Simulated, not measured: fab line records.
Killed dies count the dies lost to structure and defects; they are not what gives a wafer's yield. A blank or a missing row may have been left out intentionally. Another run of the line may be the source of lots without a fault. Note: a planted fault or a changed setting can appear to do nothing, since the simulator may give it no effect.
The tool behind it: which one? :: flow berkeley_cmos170 :: 7 lots, 21 wafers sampled, at 3 steps of a route of 331

WHAT THE GAUGES READ, wafer by wafer
UCB170_NSD_CD_MEAS_06: target cd 1200 nm.
lot: L750
measured: day 7 15:55
on: cd_sem-02
cd_nm (nm): 1201.3 1201.1 1198.7

lot: L751
measured: day 8 12:27
on: cd_sem-02
cd_nm (nm): 1202.1 1200.9 1201.2

lot: L755
measured: day 8 22:50
on: cd_sem-02
cd_nm (nm): 1201.4 1201.2 1200.6

lot: L760
measured: day 10 02:19
on: cd_sem-02
cd_nm (nm): 1198.4 1198.5 1200.0

lot: L762
measured: day 10 02:05
on: cd_sem-01
cd_nm (nm): 1198.9 1199.6 1200.7

lot: L767
measured: day 11 15:43
on: cd_sem-02
cd_nm (nm): 1198.1 1200.1 1199.7

lot: L769
measured: day 11 16:03
on: cd_sem-02
cd_nm (nm): 1200.4 1198.8 1198.6

EACH LOT AND THE TOOL THAT RAN IT (in order: tool; ch and the chambers of the sampled wafers; start)
lot: L750
UCB170_NWELL_ETCH_13: rie_diel-02 ch 0,1,2, day 2 20:15
UCB170_NLDD_DEVELOP_05: litho_track-03 ch 0, day 7 07:00

lot: L751
UCB170_NWELL_ETCH_13: rie_diel-02 ch 0,2,3, day 3 13:32
UCB170_NLDD_DEVELOP_05: litho_track-04 ch 0, day 8 02:00

lot: L755
UCB170_NWELL_ETCH_13: rie_diel-02 ch 0,1,2, day 4 05:15
UCB170_NLDD_DEVELOP_05: litho_track-01 ch 0, day 8 13:00

lot: L760
UCB170_NWELL_ETCH_13: rie_diel-01 ch 1,3, day 5 05:06
UCB170_NLDD_DEVELOP_05: litho_track-01 ch 0, day 9 16:00

lot: L762
UCB170_NWELL_ETCH_13: rie_diel-01 ch 2,3, day 5 05:25
UCB170_NLDD_DEVELOP_05: litho_track-01 ch 0, day 9 16:00

lot: L767
UCB170_NWELL_ETCH_13: rie_diel-01 ch 1,2, day 6 16:04
UCB170_NLDD_DEVELOP_05: litho_track-01, day 11 03:00

lot: L769
UCB170_NWELL_ETCH_13: rie_diel-03 ch 1,2, day 6 18:55
UCB170_NLDD_DEVELOP_05: litho_track-03, day 11 04:00
- UCB170_NWELL_ETCH_13: etches Si3N4 in CH3F/Ar/O2, stops on SiO2, target depth 246.4 nm, time 154 s.
- UCB170_NLDD_DEVELOP_05: develop time 45 s.

THE ANSWER, worked out from the rows above alone
Rule: usual is defined by the lots themselves. Put in order of their means at a reading, lots are off if they are a third of the lots or fewer, leave a main group of 4 or more, and stand apart from it by a gap of 3 or more times the standard deviation of the main group's means; of several such gaps the widest counts. Not used: any main group whose means are identical at the precision the tables above print for the reading. Also off: a lot with no number at a reading for which 4 or more lots have one. Any other lot the step has rows for is counted as sound.
Nothing can be told from this: no lot is off at any reading shown.

WHAT THE SIMULATOR PUT IN
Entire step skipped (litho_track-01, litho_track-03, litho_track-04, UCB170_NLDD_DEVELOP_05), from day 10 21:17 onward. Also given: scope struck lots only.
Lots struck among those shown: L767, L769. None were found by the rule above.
